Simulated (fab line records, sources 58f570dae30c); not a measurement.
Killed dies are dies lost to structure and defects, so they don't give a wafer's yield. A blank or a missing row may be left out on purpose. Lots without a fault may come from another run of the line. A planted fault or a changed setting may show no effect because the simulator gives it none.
Tool commonality check | flow berkeley_cmos170 | 14 lots, 42 wafers sampled

WHY IT WAS OPENED
At UCB170_PLDD_TW_MEAS_11 the reading PLDD_TW is flagged on 2 of 14 lots. Wafers without a fault read 1006, standard deviation 11.
Rule: a lot is flagged when every wafer of it that has a number lies more than 4 standard deviations from that mean, or none has a number. The other lots count as sound.

lot  | measured     | on            | PLDD_TW, wafer by wafer | flag
L701 | day 7 22:22  | film_metro-01 | 1007 1007 1010          |
L698 | day 7 22:37  | film_metro-04 | 1019 1027 1019          |
L699 | day 7 22:40  | film_metro-03 | 999 995 992             |
L700 | day 7 22:41  | film_metro-01 | 1003 1001 1003          |
L704 | day 8 13:47  | film_metro-01 | 1007 1005 1010          |
L705 | day 8 14:30  | film_metro-01 | 1075 1075 1070          | FLAGGED
L707 | day 9 06:00  | film_metro-03 | 1005 992 998            |
L708 | day 9 13:09  | film_metro-04 | 1093 1085 1085          | FLAGGED
L710 | day 10 01:08 | film_metro-04 | 1017 1029 1016          |
L713 | day 10 20:45 | film_metro-01 | 995 1005 1004           |
L714 | day 10 20:55 | film_metro-03 | 992 995 996             |
L715 | day 11 11:21 | film_metro-01 | 1011 1008 997           |
L719 | day 11 19:02 | film_metro-03 | 992 993 993             |
L720 | day 11 19:35 | film_metro-03 | 997 998 988             |
The numbers of the flagged lots are 1080 on average: +74 against the usual, or +7 standard deviations.

WHICH TOOL RAN EACH LOT
The record holds 2 process steps before the reading, out of a route of 331 steps. In each cell: the tool, then ch and the chambers that the sampled wafers went through, then the start.
lot  | flag    | UCB170_GATE_ETCH_14                | UCB170_PLDD_IMPLANT_09
L701 |         | rie_diel-03 ch 0,3, day 7 17:10    | implanter-03 ch 0, day 7 22:07
L698 |         | rie_diel-04 ch 1,3, day 7 17:50    | implanter-01 ch 0, day 7 22:17
L699 |         | rie_diel-03 ch 0,1,3, day 7 18:13  | implanter-02 ch 0, day 7 22:23
L700 |         | rie_diel-01 ch 0,1, day 7 18:06    | implanter-03 ch 0, day 7 22:26
L704 |         | rie_diel-03 ch 0,2, day 8 11:23    | implanter-02 ch 0, day 8 13:33
L705 | FLAGGED | rie_diel-03 ch 0,2,3, day 8 11:57  | implanter-03 ch 0, day 8 14:15
L707 |         | rie_diel-01 ch 0,3, day 9 01:14    | implanter-01 ch 0, day 9 05:45
L708 | FLAGGED | rie_diel-03 ch 0,3, day 9 10:59    | implanter-03 ch 0, day 9 12:54
L710 |         | rie_diel-03 ch 0,2,3, day 9 23:04  | implanter-02 ch 0, day 10 00:53
L713 |         | rie_diel-01 ch 1,2, day 10 18:13   | implanter-02 ch 0, day 10 20:32
L714 |         | rie_diel-03 ch 1,3, day 10 18:29   | implanter-01 ch 0, day 10 20:42
L715 |         | rie_diel-01 ch 0,1,3, day 11 09:10 | implanter-01 ch 0, day 11 11:07
L719 |         | rie_diel-03 ch 1,2,3, day 11 16:43 | implanter-01 ch 0, day 11 18:49
L720 |         | rie_diel-04 ch 0,1,2, day 11 17:01 | implanter-01 ch 0, day 11 19:20
What these steps do:
- UCB170_GATE_ETCH_14: etches BARC in N2/H2.
- UCB170_PLDD_IMPLANT_09
- UCB170_PLDD_TW_MEAS_11

FLAGGED OVER TOTAL, TOOL BY TOOL (the gauges that took the reading come last)
step                   | tool          | lots run | flagged | share of the flagged lots | sound lots run after its first flagged lot
UCB170_GATE_ETCH_14    | rie_diel-01   | 4        | 0       | none                      | -
UCB170_GATE_ETCH_14    | rie_diel-03   | 8        | 2       | all                       | 3 (L710,L714,L719)
UCB170_GATE_ETCH_14    | rie_diel-04   | 2        | 0       | none                      | -
UCB170_PLDD_IMPLANT_09 | implanter-01  | 6        | 0       | none                      | -
UCB170_PLDD_IMPLANT_09 | implanter-02  | 4        | 0       | none                      | -
UCB170_PLDD_IMPLANT_09 | implanter-03  | 4        | 2       | all                       | 0
UCB170_PLDD_TW_MEAS_11 | film_metro-01 | 6        | 1       | some                      | 2 (L713,L715)
UCB170_PLDD_TW_MEAS_11 | film_metro-03 | 5        | 0       | none                      | -
UCB170_PLDD_TW_MEAS_11 | film_metro-04 | 3        | 1       | some                      | 1 (L710)

WHAT THE TABLE ALLOWS
2 rows of the table ran every flagged lot: rie_diel-03 at UCB170_GATE_ETCH_14, implanter-03 at UCB170_PLDD_IMPLANT_09.
- rie_diel-03 at UCB170_GATE_ETCH_14: 2 of its 8 lots flagged. Sound lots ran on it after the first flagged one (L710, L714, L719), which a lasting fault on the whole tool wouldn't allow.
- implanter-03 at UCB170_PLDD_IMPLANT_09: 2 of its 4 lots flagged. Its last sound lot is L700 (day 7 22:26), its first flagged lot L705 (day 8 14:15): a fault that began between those two fits. Its own readings lie more than 4 standard deviations out on every wafer of the flagged lots: beam_on_s, dose_ions_cm2.
One tool is left: implanter-03 at UCB170_PLDD_IMPLANT_09.

WHAT THE SIMULATOR HAD PUT IN
Process parameter drift: implanter-03, from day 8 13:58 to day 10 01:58, at UCB170_PLDD_IMPLANT_09. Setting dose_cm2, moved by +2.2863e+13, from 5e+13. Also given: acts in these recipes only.
Lots struck among those shown: L705, L708. The rule above found the same.
